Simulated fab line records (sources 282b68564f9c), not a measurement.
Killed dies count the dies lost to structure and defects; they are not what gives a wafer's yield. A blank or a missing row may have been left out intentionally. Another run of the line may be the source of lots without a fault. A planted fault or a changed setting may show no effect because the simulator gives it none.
fab line records	flow ritCmos
record lots=13	wafers=39	lastDay=7
route steps=202 shown ACTIVE@1 PWELL@45 M1@184
lots that met no fault: from a run of the same line without faults
startH: start of the lot's first displayed wafer, in hours after the record's first day	waitH: hours since the lot's step before	" as in the row above	L1.1+2: several wafers, shown together as one row	- value missing, or start not given	* or withheld: withheld	< > ~ a bound
route shown NAME@n: names a module that has steps shown in the file, with the first one's number in the route	usual: the fault-free wafers' mean and standard deviation	same: alike in all rows	chamber/n: place in a boat	sites: readings site by site	_std_site: the standard deviation of these	_edge_site: outer sites' mean less inner sites'	radiusMm: how far each site lies from the wafer's centre	mask NAME#n: copy n	behind: the last tool/chamber to shape the wafer	hold: reason for holding the lot/hours on hold/outcome of the hold	device: names the non-switching transistor (n, p or np)	end of line: tests run on the same wafers once the route is complete	a step with no rows: only its recipe	killed: count of dies lost to structure and defects at first sort (not the wafer's yield)	map: dies across one wafer; x = killed, . = not, _ = none there
set.NAME: the setting that was run; set.NAME@STEP: the one run at that earlier step	model.NAME: the simulator's own value behind a step, which no gauge read
one table for each step of the route and one row for each wafer, over a sample of lots
services: when a tool's chamber went out of use (startH, in hours from the record's first day, below 0 if earlier), for how many hours, and the reason
## steps
# step RIT_ACTIVE_BOW_MEAS_00
# recipe mode=bow
# usual INCOMING_BOW=0/5.9
lot.wafer	tool	chamber	startH	waitH	INCOMING_BOW[um]
L992.2	filmMetro-02	-	15.02	-	-4
L992.3	"	-	"	"	0
L992.6	"	-	"	"	5
L993.4	filmMetro-02	-	20.06	-	-2
L993.5	"	-	"	"	2
L993.6	"	-	"	"	-17
L994.3	filmMetro-02	-	25.04	-	3
L994.4	"	-	"	"	1
L994.6	"	-	"	"	-1
L996.4	filmMetro-02	-	35.06	-	2
L996.5	"	-	"	"	5
L996.6	"	-	"	"	4
L999.1	filmMetro-03	-	50.00	-	1
L999.3	"	-	"	"	0
L999.4	"	-	"	"	1
L100.1	filmMetro-02	-	55.00	-	8
L100.2	"	-	"	"	12
L100.5	"	-	"	"	2
L101.1	filmMetro-02	-	60.00	-	-5
L101.2	"	-	"	"	4
L101.6	"	-	"	"	-5
L102.1	filmMetro-03	-	65.00	-	-7
L102.5	"	-	"	"	8
L102.6	"	-	"	"	0
L103.1	filmMetro-03	-	70.00	-	12
L103.4	"	-	"	"	-5
L103.6	"	-	"	"	4
L104.1	filmMetro-03	-	75.00	-	3
L104.5	"	-	"	"	-1
L104.6	"	-	"	"	-12
L106.3	filmMetro-01	-	85.04	-	4
L106.4	"	-	"	"	4
L106.5	"	-	"	"	12
L109.3	filmMetro-01	-	100.04	-	-7
L109.4	"	-	"	"	-14
L109.6	"	-	"	"	-9
L113.3	filmMetro-02	-	120.04	-	-1
L113.5	"	-	"	"	4
L113.6	"	-	"	"	-2
# step RIT_ACTIVE_THK_MEAS_02
# recipe reads=SiO2_of_ACTIVE_OXIDATION_01
# usual ACTIVE_OXIDE_THK=46.5/0.85
lot.wafer	tool	chamber	startH	waitH	ACTIVE_OXIDE_THK[nm]
L992.2	filmMetro-01	-	17.86	0.0	47.8
L992.3	"	-	"	"	48.7
L992.6	"	-	"	"	48.0
L993.4	filmMetro-02	-	23.66	0.0	44.9
L993.5	"	-	"	"	45.3
L993.6	"	-	"	"	44.6
L994.3	filmMetro-02	-	27.37	0.0	46.1
L994.4	"	-	"	"	45.4
L994.6	"	-	"	"	45.5
L996.4	filmMetro-03	-	45.76	0.0	47.5
L996.5	"	-	"	"	46.5
L996.6	"	-	"	"	47.4
L999.1	filmMetro-02	-	53.09	0.0	46.3
L999.3	"	-	"	"	47.1
L999.4	"	-	"	"	45.9
L100.1	filmMetro-02	-	60.53	0.0	47.0
L100.2	"	-	"	"	47.2
L100.5	"	-	"	"	46.3
L101.1	filmMetro-02	-	67.41	0.0	47.0
L101.2	"	-	"	"	45.6
L101.6	"	-	"	"	46.0
L102.1	filmMetro-01	-	67.41	0.0	44.4
L102.5	"	-	"	"	45.0
L102.6	"	-	"	"	45.2
L103.1	filmMetro-02	-	74.62	0.0	45.7
L103.4	"	-	"	"	45.6
L103.6	"	-	"	"	46.1
L104.1	filmMetro-02	-	85.75	0.0	46.1
L104.5	"	-	"	"	46.0
L104.6	"	-	"	"	45.8
L106.3	filmMetro-01	-	87.70	0.0	46.3
L106.4	"	-	"	"	45.9
L106.5	"	-	"	"	46.8
L109.3	filmMetro-03	-	102.07	0.0	47.4
L109.4	"	-	"	"	46.8
L109.6	"	-	"	"	47.1
L113.3	filmMetro-03	-	122.07	0.0	46.2
L113.5	"	-	"	"	47.1
L113.6	"	-	"	"	46.7
# step RIT_PWELL_OVL_MEAS_06
# usual PWELL_OVL=1.1/1.4
lot.wafer	tool	chamber	startH	waitH	PWELL_OVL[nm]
L992.2	overlay-01	-	32.42	-	2.8
L992.3	"	-	"	"	2.2
L992.6	"	-	"	"	3.7
L993.4	overlay-02	-	41.33	-	0.8
L993.5	"	-	"	"	1.8
L993.6	"	-	"	"	2.1
L994.3	overlay-01	-	50.67	-	2.1
L994.4	"	-	"	"	3.0
L994.6	"	-	"	"	2.2
L996.4	overlay-02	-	59.37	-	2.1
L996.5	"	-	"	"	3.5
L996.6	"	-	"	"	0.1
L999.1	overlay-01	-	70.61	-	-0.1
L999.3	"	-	"	"	-0.8
L999.4	"	-	"	"	0.4
L100.1	overlay-02	-	74.85	-	0.1
L100.2	"	-	"	"	-0.3
L100.5	"	-	"	"	2.1
L102.1	overlay-02	-	90.56	-	2.4
L102.5	"	-	"	"	1.2
L102.6	"	-	"	"	3.4
L101.1	overlay-02	-	90.70	-	2.5
L101.2	"	-	"	"	-0.5
L101.6	"	-	"	"	1.3
L103.1	overlay-02	-	98.46	-	3.6
L103.4	"	-	"	"	2.8
L103.6	"	-	"	"	4.0
L104.1	overlay-01	-	99.06	-	0.9
L104.5	"	-	"	"	0.4
L104.6	"	-	"	"	0.1
L106.3	overlay-01	-	108.17	-	-1.2
L106.4	"	-	"	"	1.5
L106.5	"	-	"	"	0.1
L109.3	overlay-02	-	123.36	-	3.1
L109.4	"	-	"	"	2.6
L109.6	"	-	"	"	-0.4
L113.3	overlay-02	-	138.09	-	1.8
L113.5	"	-	"	"	2.0
L113.6	"	-	"	"	2.1
# step RIT_M1_SPUTTER_00
# recipe material=Al	targetThkNm=400	powerW=2000	chamberPressurePa=0.4	gas=Ar	timeS=500	substrateTempC=25
# usual cathodeDcPowerW=2000.0/0.39	chamberPressurePa=0.4000/0.00082	throttleValvePct=30.4/1.1
lot.wafer	tool	chamber	startH	waitH	cathodeDcPowerW	chamberPressurePa	throttleValvePct
L992.2	pvdSputter-04	-	77.93	0.0	2000.3	0.4024	30.7
L992.3	"	-	"	"	2000.0	0.3999	29.7
L992.6	"	-	"	"	2000.2	0.4002	28.2
L994.3	pvdSputter-03	-	96.08	0.0	2000.4	0.4003	30.6
L994.4	"	-	"	"	1999.5	0.3998	28.8
L994.6	"	-	"	"	2000.3	0.3992	30.1
L993.4	pvdSputter-04	-	96.14	0.0	2000.4	0.3999	28.2
L993.5	"	-	"	"	2000.9	0.3999	29.6
L993.6	"	-	"	"	2000.2	0.4010	28.5
L996.4	pvdSputter-04	-	121.96	0.0	1999.5	0.3995	29.9
L996.5	"	-	"	"	1999.8	0.4003	30.2
L996.6	"	-	"	"	1999.7	0.3986	31.2
L999.1	pvdSputter-02	-	122.24	0.0	2000.2	0.4009	30.8
L999.3	"	-	"	"	2000.1	0.3996	31.0
L999.4	"	-	"	"	1999.9	0.3984	30.2
L100.1	pvdSputter-03	-	122.48	0.0	1999.7	0.4008	30.6
L100.2	"	-	"	"	2000.7	0.4006	32.3
L100.5	"	-	"	"	1999.7	0.4001	30.9
L101.1	pvdSputter-02	-	131.85	0.0	2000.0	0.3995	30.8
L101.2	"	-	"	"	2001.1	0.4002	30.2
L101.6	"	-	"	"	2000.3	0.3997	31.4
L102.1	pvdSputter-03	-	132.52	0.0	2000.6	0.3990	30.9
L102.5	"	-	"	"	1999.5	0.3991	30.5
L102.6	"	-	"	"	1999.6	0.4013	32.1
L103.1	pvdSputter-03	-	141.64	0.0	1999.5	0.3990	30.2
L103.4	"	-	"	"	1999.3	0.3992	32.1
L103.6	"	-	"	"	1999.8	0.4010	28.9
L104.1	pvdSputter-02	-	143.55	0.0	1999.9	0.4002	30.5
L104.5	"	-	"	"	2000.4	0.3998	30.3
L104.6	"	-	"	"	1999.6	0.4019	31.4
L106.3	pvdSputter-03	-	146.65	0.0	2000.0	0.4007	30.7
L106.4	"	-	"	"	2000.0	0.3995	32.2
L106.5	"	-	"	"	2000.3	0.3995	30.1
L109.3	pvdSputter-02	-	154.76	0.0	1999.8	0.4004	30.1
L109.4	"	-	"	"	1999.9	0.4011	30.8
L109.6	"	-	"	"	1999.9	0.3998	30.4
L113.3	pvdSputter-03	-	170.67	0.0	2000.1	0.3998	30.1
L113.5	"	-	"	"	1999.8	0.4008	29.0
L113.6	"	-	"	"	1999.9	0.4012	30.5
# step RIT_M1_RS_MEAS_01
# recipe thkMeasGauge=four-point-probe	reads=Al_of_M1_SPUTTER_00
# usual M1_AL_RS=0.0731/0.0012
lot.wafer	tool	chamber	startH	waitH	M1_AL_RS[ohm/sq]
L992.2	filmMetro-02	-	78.25	0.2	0.0749
L992.3	"	-	"	"	0.0748
L992.6	"	-	"	"	0.0748
L994.3	filmMetro-02	-	96.42	0.2	0.0723
L994.4	"	-	"	"	0.0739
L994.6	"	-	"	"	0.0730
L993.4	filmMetro-03	-	96.49	0.2	0.0734
L993.5	"	-	"	"	0.0739
L993.6	"	-	"	"	0.0730
L996.4	filmMetro-01	-	122.31	0.2	0.0737
L996.5	"	-	"	"	0.0724
L996.6	"	-	"	"	0.0737
L999.1	filmMetro-02	-	122.53	0.1	0.0730
L999.3	"	-	"	"	0.0724
L999.4	"	-	"	"	0.0731
L100.1	filmMetro-01	-	122.77	0.1	0.0708
L100.2	"	-	"	"	0.0715
L100.5	"	-	"	"	0.0709
L101.1	filmMetro-03	-	132.14	0.1	0.0717
L101.2	"	-	"	"	0.0714
L101.6	"	-	"	"	0.0710
L102.1	filmMetro-03	-	132.82	0.1	0.0726
L102.5	"	-	"	"	0.0721
L102.6	"	-	"	"	0.0731
L103.1	filmMetro-02	-	141.93	0.1	0.0741
L103.4	"	-	"	"	0.0727
L103.6	"	-	"	"	0.0749
L104.1	filmMetro-02	-	143.85	0.1	0.0726
L104.5	"	-	"	"	0.0723
L104.6	"	-	"	"	0.0725
L106.3	filmMetro-02	-	146.98	0.2	0.0729
L106.4	"	-	"	"	0.0725
L106.5	"	-	"	"	0.0746
L109.3	filmMetro-03	-	155.09	0.2	0.0850
L109.4	"	-	"	"	0.0714
L109.6	"	-	"	"	0.0844
L113.3	filmMetro-01	-	171.01	0.2	0.0739
L113.5	"	-	"	"	0.0744
L113.6	"	-	"	"	0.0724
# step RIT_M1_THK_MEAS_02
# recipe thkMeasGauge=xrf	reads=Al_of_M1_SPUTTER_00
# usual M1_AL_THK=398/7.1
lot.wafer	tool	chamber	startH	waitH	M1_AL_THK[nm]
L992.2	filmMetro-02	-	78.36	0.1	385
L992.3	"	-	"	"	389
L992.6	"	-	"	"	385
L994.3	filmMetro-02	-	96.52	0.1	399
L994.4	"	-	"	"	391
L994.6	"	-	"	"	397
L993.4	filmMetro-03	-	96.58	0.1	400
L993.5	"	-	"	"	397
L993.6	"	-	"	"	402
L996.4	filmMetro-01	-	122.40	0.1	397
L996.5	"	-	"	"	404
L996.6	"	-	"	"	397
L999.1	filmMetro-02	-	122.65	0.1	398
L999.3	"	-	"	"	398
L999.4	"	-	"	"	397
L100.1	filmMetro-01	-	122.89	0.1	412
L100.2	"	-	"	"	406
L100.5	"	-	"	"	414
L101.1	filmMetro-03	-	132.26	0.1	407
L101.2	"	-	"	"	410
L101.6	"	-	"	"	413
L102.1	filmMetro-03	-	132.94	0.1	402
L102.5	"	-	"	"	405
L102.6	"	-	"	"	398
L103.1	filmMetro-02	-	142.05	0.1	390
L103.4	"	-	"	"	400
L103.6	"	-	"	"	388
L104.1	filmMetro-02	-	143.97	0.1	403
L104.5	"	-	"	"	399
L104.6	"	-	"	"	398
L106.3	filmMetro-02	-	147.08	0.1	397
L106.4	"	-	"	"	398
L106.5	"	-	"	"	387
L109.3	filmMetro-03	-	155.19	0.1	355
L109.4	"	-	"	"	408
L109.6	"	-	"	"	355
L113.3	filmMetro-01	-	171.11	0.1	395
L113.5	"	-	"	"	396
L113.6	"	-	"	"	406
# step RIT_M1_METAL_ETCH_12
# recipe stopOn=SiO2	chemistry=Cl2/BCl3	target=Al	timeS=165	overEtchFrac=0.5	pressureMtorr=100	targetDepthA=6000	rfW=250	Cl2_flow_sccm=60	bcl3FlowSccm=50
# usual drypumpMotorCurrentA=5.6/0.45	oesProductAu=0.781/0.014	throttleValvePct=8.28/0.13
lot.wafer	tool	chamber	startH	waitH	drypumpMotorCurrentA	oesProductAu	rfHoursCounterH	throttleValvePct
L992.2	rieMetal-03	1	79.69	0.2	6.0	0.777	4	8.46
L992.3	"	1	"	"	6.0	0.782	-	8.45
L992.6	"	0	"	"	6.1	0.761	-	8.13
L994.3	rieMetal-04	1	98.09	0.2	5.0	0.798	-	8.15
L994.4	"	0	"	"	5.6	0.780	-	8.30
L994.6	"	0	"	"	5.6	0.783	-	8.28
L993.4	rieMetal-02	0	98.58	0.1	5.0	0.756	-	8.15
L993.5	"	0	"	"	5.0	0.757	-	8.16
L993.6	"	1	"	"	5.6	0.792	-	8.45
L999.1	rieMetal-04	1	124.76	0.2	5.0	0.799	33	8.15
L999.3	"	0	"	"	5.7	0.790	-	8.31
L999.4	"	1	"	"	5.0	0.790	-	8.16
L996.4	rieMetal-03	0	124.81	0.1	6.2	0.770	-	8.14
L996.5	"	1	"	"	6.0	0.793	-	8.46
L996.6	"	0	"	"	6.1	0.768	-	8.13
L100.1	rieMetal-02	1	125.01	0.2	5.6	0.812	1	8.43
L100.2	"	0	"	"	5.0	0.770	1	8.19
L100.5	"	0	"	"	5.0	0.782	-	8.17
L101.1	rieMetal-03	0	133.68	0.2	6.1	0.774	4	8.13
L101.2	"	1	"	"	6.0	0.792	5	8.46
L101.6	"	0	"	"	6.2	0.783	-	8.13
L102.1	rieMetal-04	0	134.50	0.2	5.7	0.785	34	8.28
L102.5	"	1	"	"	5.0	0.798	-	8.15
L102.6	"	0	"	"	5.7	0.778	-	8.27
L103.1	rieMetal-02	0	143.40	0.2	5.0	0.755	1	8.17
L103.4	"	1	"	"	5.6	0.798	-	8.44
L103.6	"	1	"	"	5.6	0.789	-	8.43
L104.1	rieMetal-02	1	145.31	0.2	5.6	0.797	1	8.43
L104.5	"	1	"	"	5.6	0.794	-	8.43
L104.6	"	0	"	"	5.0	0.765	-	8.16
L106.3	rieMetal-03	1	148.46	0.2	6.1	0.790	-	8.45
L106.4	"	0	"	"	6.2	0.785	-	8.14
L106.5	"	0	"	"	6.1	0.767	-	8.15
L109.3	rieMetal-04	0	156.70	0.2	5.6	0.725	-	8.29
L109.4	"	1	"	"	5.0	0.776	-	8.12
L109.6	"	1	"	"	5.0	0.727	-	8.15
L113.3	rieMetal-02	0	172.50	0.2	5.0	0.759	-	8.18
L113.5	"	0	"	"	5.0	0.753	-	8.17
L113.6	"	1	"	"	5.6	0.798	-	8.44
# step RIT_M1_PROBE_99
# usual defectLimitedYield=97.4/1.2	killedAtContacts=0.1/0.25	killedAtFrontEnd=7/3.1	killedDies=7/3.2	killedOnRim=1.9/1.5	killedOpen=3.3/2	killedShort=3.5/2	sort_bin_3_pad_short=0.1/0.18	sort_bin_5_function=1.6/0.88	sort_bin_6_memory=0.9/0.58	sortNPass=257/3.2	sortYieldPct=97.4/1.2
# same grossDies=264	killed_at_M0_to_M3=0	killed_at_M4_up=0	killedAtBackSide=0	killedAtOther=0
lot.wafer	tool	chamber	startH	waitH	defectLimitedYield[%]	killedAtContacts	killedAtFrontEnd	killedDies	killedOnRim	killedOpen	killedShort	sort_bin_3_pad_short[%]	sort_bin_5_function[%]	sort_bin_6_memory[%]	sortNPass	sortYieldPct[%]
L992.2	prober-02	-	82.00	0.1	95.5	0	12	12	3	6	6	0	3.0	1.5	252	95.5
L992.3	prober-02	-	82.05	0.2	99.2	0	2	2	1	1	1	0	0.8	0	262	99.2
L992.6	prober-02	-	82.20	0.2	97.3	0	7	7	3	3	4	0	2.7	0	257	97.3
L994.3	prober-01	-	100.42	0.2	96.6	0	9	9	2	6	3	0	2.3	1.1	255	96.6
L994.4	prober-01	-	100.47	0.2	97.0	0	8	8	2	6	2	0	1.1	1.9	256	97.0
L994.6	prober-01	-	100.57	0.2	98.1	0	5	5	2	1	4	0	1.1	0.8	259	98.1
L993.4	prober-02	-	101.97	0.2	95.8	0	11	11	3	7	4	0	2.3	1.9	253	95.8
L993.5	prober-02	-	102.02	0.2	97.7	0	6	6	2	1	5	0	1.1	1.1	258	97.7
L993.6	prober-02	-	102.07	0.2	98.5	0	4	4	0	3	1	0	1.1	0.4	260	98.5
L999.1	prober-01	-	128.26	0.1	97.0	0	8	8	1	4	4	0	2.7	0.4	256	97.0
L999.3	prober-01	-	128.36	0.2	98.9	0	3	3	0	2	1	0	0.8	0.4	261	98.9
L999.4	prober-01	-	128.41	0.2	96.6	0	9	9	3	4	5	0	2.3	1.1	255	96.6
L996.4	prober-02	-	128.41	0.2	97.3	0	7	7	2	0	7	0	1.5	1.1	257	97.3
L996.5	prober-02	-	128.46	0.2	97.7	0	6	6	2	2	4	0	1.1	1.1	258	97.7
L996.6	prober-02	-	128.51	0.2	98.9	0	3	3	2	2	1	0	0.8	0.4	261	98.9
L100.1	prober-02	-	128.56	0.3	97.7	0	6	6	2	3	3	0	1.5	0.8	258	97.7
L100.2	prober-02	-	128.61	0.3	97.0	0	8	8	3	2	6	0.4	1.9	0.8	256	97.0
L100.5	prober-02	-	128.76	0.4	93.6	0	17	17	5	7	10	0.4	3.0	3.0	247	93.6
L101.1	prober-01	-	135.94	0.1	97.7	1	5	6	1	1	5	0	1.9	0.4	258	97.7
L101.2	prober-01	-	135.99	0.1	97.7	0	6	6	3	2	4	0	1.9	0.4	258	97.7
L101.6	prober-01	-	136.19	0.2	98.1	0	5	5	2	1	4	0	1.5	0.4	259	98.1
L102.1	prober-02	-	137.44	0.1	98.1	0	5	5	3	4	1	0	0.8	1.1	259	98.1
L102.5	prober-02	-	137.64	0.2	97.0	0	8	8	1	3	5	0.4	2.7	0	256	97.0
L102.6	prober-02	-	137.69	0.2	97.3	0	7	7	2	6	1	0	0.8	1.9	257	97.3
L103.1	prober-01	-	145.67	0.1	97.7	0	6	6	4	3	3	0	2.3	0	258	97.7
L103.4	prober-01	-	145.82	0.2	98.9	0	3	3	0	2	1	0	0.8	0.4	261	98.9
L103.6	prober-01	-	145.92	0.2	98.5	0	4	4	0	2	2	0	1.1	0.4	260	98.5
L104.1	prober-01	-	148.67	0.1	96.2	0	10	10	2	4	6	0	2.7	1.1	254	96.2
L104.5	prober-01	-	148.87	0.2	97.3	0	7	7	1	5	2	0	1.9	0.8	257	97.3
L104.6	prober-01	-	148.92	0.2	97.3	0	7	7	3	2	5	0	1.5	1.1	257	97.3
L106.3	prober-02	-	150.76	0.2	100.0	0	0	0	0	0	0	0	0	0	264	100.0
L106.4	prober-02	-	150.81	0.2	96.6	0	9	9	2	3	6	0.4	1.5	1.5	255	96.6
L106.5	prober-02	-	150.86	0.2	98.5	0	4	4	1	2	2	0	1.5	0	260	98.5
L109.3	prober-01	-	158.99	0.2	98.1	0	5	5	2	1	4	0	0.8	1.1	259	98.1
L109.4	prober-01	-	159.04	0.2	96.6	0	9	9	2	5	4	0.4	2.7	0.4	255	96.6
L109.6	prober-01	-	159.14	0.2	95.8	1	10	11	3	6	5	0	2.3	1.9	253	95.8
L113.3	prober-01	-	174.80	0.2	98.1	0	5	5	0	2	3	0	0.4	1.5	259	98.1
L113.5	prober-01	-	174.90	0.2	98.1	0	5	5	3	4	1	0	1.5	0.4	259	98.1
L113.6	prober-01	-	174.95	0.2	97.7	0	6	6	2	3	3	0	1.5	0.8	258	97.7
# killed by level:class
L992.2 FOX1:geometricParticle:open=3 GATE:geometricParticle:short=3 SILICIDE:geometricParticle:short=2 FOX2:geometricParticle:open=1 FOX2:geometricParticle:short=1 GATE:geometricParticle:open=1 SILICIDE:geometricParticle:open=1
L992.3 GATE:geometricParticle:open=1 REOX:geometricParticle:short=1
L992.6 REOX:geometricParticle:short=2 REOX:geometricParticle:open=2 FOX2:geometricParticle:short=1 GATE:geometricParticle:short=1 SILICIDE:geometricParticle:open=1
L994.3 FOX1:geometricParticle:open=2 REOX:geometricParticle:open=2 SPACER:geometricParticle:short=2 GATE:geometricParticle:open=1 GATE:geometricParticle:short=1 SPACER:geometricParticle:open=1
L994.4 SILICIDE:geometricParticle:open=2 FOX1:geometricParticle:open=1 FOX2:geometricParticle:open=1 GATE:geometricParticle:open=1 GATE:geometricParticle:short=1 REOX:geometricParticle:open=1 REOX:geometricParticle:short=1
L994.6 GATE:geometricParticle:short=3 SILICIDE:geometricParticle:open=1 SILICIDE:geometricParticle:short=1
L993.4 FOX1:geometricParticle:open=3 FOX2:geometricParticle:open=2 GATE:geometricParticle:open=2 FOX2:geometricParticle:short=1 GATE:geometricParticle:short=1 REOX:geometricParticle:short=1 SILICIDE:geometricParticle:short=1
L993.5 FOX1:geometricParticle:short=2 GATE:geometricParticle:short=2 REOX:geometricParticle:open=1 SILICIDE:geometricParticle:short=1
L993.6 FOX2:geometricParticle:open=1 FOX2:geometricParticle:short=1 GATE:geometricParticle:open=1 SPACER:geometricParticle:open=1
L999.1 FOX1:geometricParticle:short=2 GATE:geometricParticle:open=2 FOX1:geometricParticle:open=1 REOX:geometricParticle:short=1 REOX:geometricParticle:open=1 SILICIDE:geometricParticle:short=1
L999.3 SPACER:geometricParticle:short=1 SPACER:geometricParticle:open=1 SILICIDE:geometricParticle:open=1
L996.4 GATE:geometricParticle:short=2 SILICIDE:geometricParticle:short=2 FOX1:geometricParticle:short=1 FOX2:geometricParticle:short=1 SPACER:geometricParticle:short=1
L999.4 GATE:geometricParticle:short=3 SPACER:geometricParticle:open=2 FOX2:geometricParticle:open=1 GATE:geometricParticle:open=1 REOX:geometricParticle:short=1 SPACER:geometricParticle:short=1
L996.5 GATE:geometricParticle:open=2 SILICIDE:geometricParticle:short=2 FOX1:geometricParticle:short=1 GATE:geometricParticle:short=1
L996.6 GATE:geometricParticle:open=1 REOX:geometricParticle:short=1 REOX:geometricParticle:open=1
L100.1 GATE:geometricParticle:open=2 REOX:geometricParticle:short=2 FOX1:geometricParticle:open=1 GATE:geometricParticle:short=1
L100.2 FOX2:geometricParticle:short=2 GATE:geometricParticle:open=2 FOX1:geometricParticle:short=1 GATE:geometricParticle:short=1 REOX:geometricParticle:short=1 SILICIDE:geometricParticle:short=1
L100.5 SILICIDE:geometricParticle:short=5 GATE:geometricParticle:short=4 GATE:geometricParticle:open=4 SILICIDE:geometricParticle:open=2 FOX1:geometricParticle:short=1 FOX2:geometricParticle:open=1
L101.1 GATE:geometricParticle:short=3 SPACER:geometricParticle:short=2 CONTACT:geometricParticle:open=1
L101.2 GATE:geometricParticle:short=2 GATE:geometricParticle:open=2 FOX2:geometricParticle:short=1 SPACER:geometricParticle:short=1
L101.6 GATE:geometricParticle:short=3 REOX:geometricParticle:short=1 SILICIDE:geometricParticle:open=1
L102.1 FOX1:geometricParticle:open=2 FOX1:geometricParticle:short=1 GATE:geometricParticle:open=1 SILICIDE:geometricParticle:open=1
L102.5 SPACER:geometricParticle:short=2 SILICIDE:geometricParticle:short=2 GATE:geometricParticle:open=1 GATE:geometricParticle:short=1 SPACER:geometricParticle:open=1 SILICIDE:geometricParticle:open=1
L102.6 GATE:geometricParticle:open=5 FOX1:geometricParticle:short=1 SILICIDE:geometricParticle:open=1
L103.1 SPACER:geometricParticle:short=2 SILICIDE:geometricParticle:open=2 FOX1:geometricParticle:open=1 REOX:geometricParticle:short=1
L103.4 GATE:geometricParticle:open=2 GATE:geometricParticle:short=1
L103.6 GATE:geometricParticle:short=2 FOX1:geometricParticle:open=1 GATE:geometricParticle:open=1
L104.1 GATE:geometricParticle:short=3 GATE:geometricParticle:open=3 FOX2:geometricParticle:short=2 FOX1:geometricParticle:open=1 SILICIDE:geometricParticle:short=1
L104.5 GATE:geometricParticle:open=4 ACTIVE:geometricParticle:short=1 FOX1:geometricParticle:open=1 GATE:geometricParticle:short=1
L104.6 FOX1:geometricParticle:short=2 SPACER:geometricParticle:short=2 GATE:geometricParticle:short=1 GATE:geometricParticle:open=1 SPACER:geometricParticle:open=1
L106.4 GATE:geometricParticle:short=3 FOX1:geometricParticle:open=2 SILICIDE:geometricParticle:short=2 GATE:geometricParticle:open=1 SPACER:geometricParticle:short=1
L106.5 GATE:geometricParticle:open=2 FOX1:geometricParticle:short=1 GATE:geometricParticle:short=1
L109.3 GATE:geometricParticle:short=2 REOX:geometricParticle:short=2 REOX:geometricParticle:open=1
L109.4 REOX:geometricParticle:open=2 SILICIDE:geometricParticle:open=2 FOX2:geometricParticle:short=1 GATE:geometricParticle:open=1 REOX:geometricParticle:short=1 SPACER:geometricParticle:short=1 SILICIDE:geometricParticle:short=1
L109.6 FOX1:geometricParticle:open=2 GATE:geometricParticle:open=2 FOX1:geometricParticle:short=1 GATE:geometricParticle:short=1 REOX:geometricParticle:short=1 REOX:geometricParticle:open=1 SPACER:geometricParticle:open=1 SPACER:geometricParticle:short=1
L113.3 REOX:geometricParticle:short=2 GATE:geometricParticle:short=1 REOX:geometricParticle:open=1 SILICIDE:geometricParticle:open=1
L113.5 SILICIDE:geometricParticle:open=3 FOX1:geometricParticle:open=1 FOX2:geometricParticle:short=1
L113.6 SILICIDE:geometricParticle:open=2 GATE:geometricParticle:open=1 REOX:geometricParticle:short=1 SPACER:geometricParticle:short=1 SILICIDE:geometricParticle:short=1
## services
tool	chamber	startH	hours	kind
pvdSputter-02	-	102.47	2.1	repair
pvdSputter-02	-	112.11	2.4	repair
rieMetal-04	-	136.12	20.0	pm
rieMetal-04	0	136.12	20.0	ventCycle
rieMetal-04	1	136.12	20.0	ventCycle
rieMetal-04	0	156.12	-	clean
rieMetal-04	1	156.12	-	clean
## key
firstSign step=RIT_M1_RS_MEAS_01	reading=M1_AL_RS	direction=up	sigmas=9.8	usual=0.0731	struck=0.0847
effect step=RIT_M1_THK_MEAS_02	reading=M1_AL_THK	direction=down	sigmas=6	usual=398	struck=355
effect step=RIT_M1_METAL_ETCH_12	reading=oesProductAu	direction=down	sigmas=3.9	usual=0.781	struck=0.726
metAt RIT_M1_SPUTTER_00
struckLots L109
struckWafers L109.3,L109.6
notActingAt RIT_ACTIVE_BOW_MEAS_00,RIT_ACTIVE_THK_MEAS_02,RIT_PWELL_OVL_MEAS_06
onsetBetween 143.55 154.76
fault kind=siteProfileDrift	tool=pvdSputter-02	chamber=-	onsetH=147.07	steps=RIT_M1_SPUTTER_00	basis=fraction	maxAbsDrift=0.28987	slopeSharePerHr=144.94	sitePattern=0,0,0,0,0,-1,-1,-1,-1	scope=struckWafersOnly
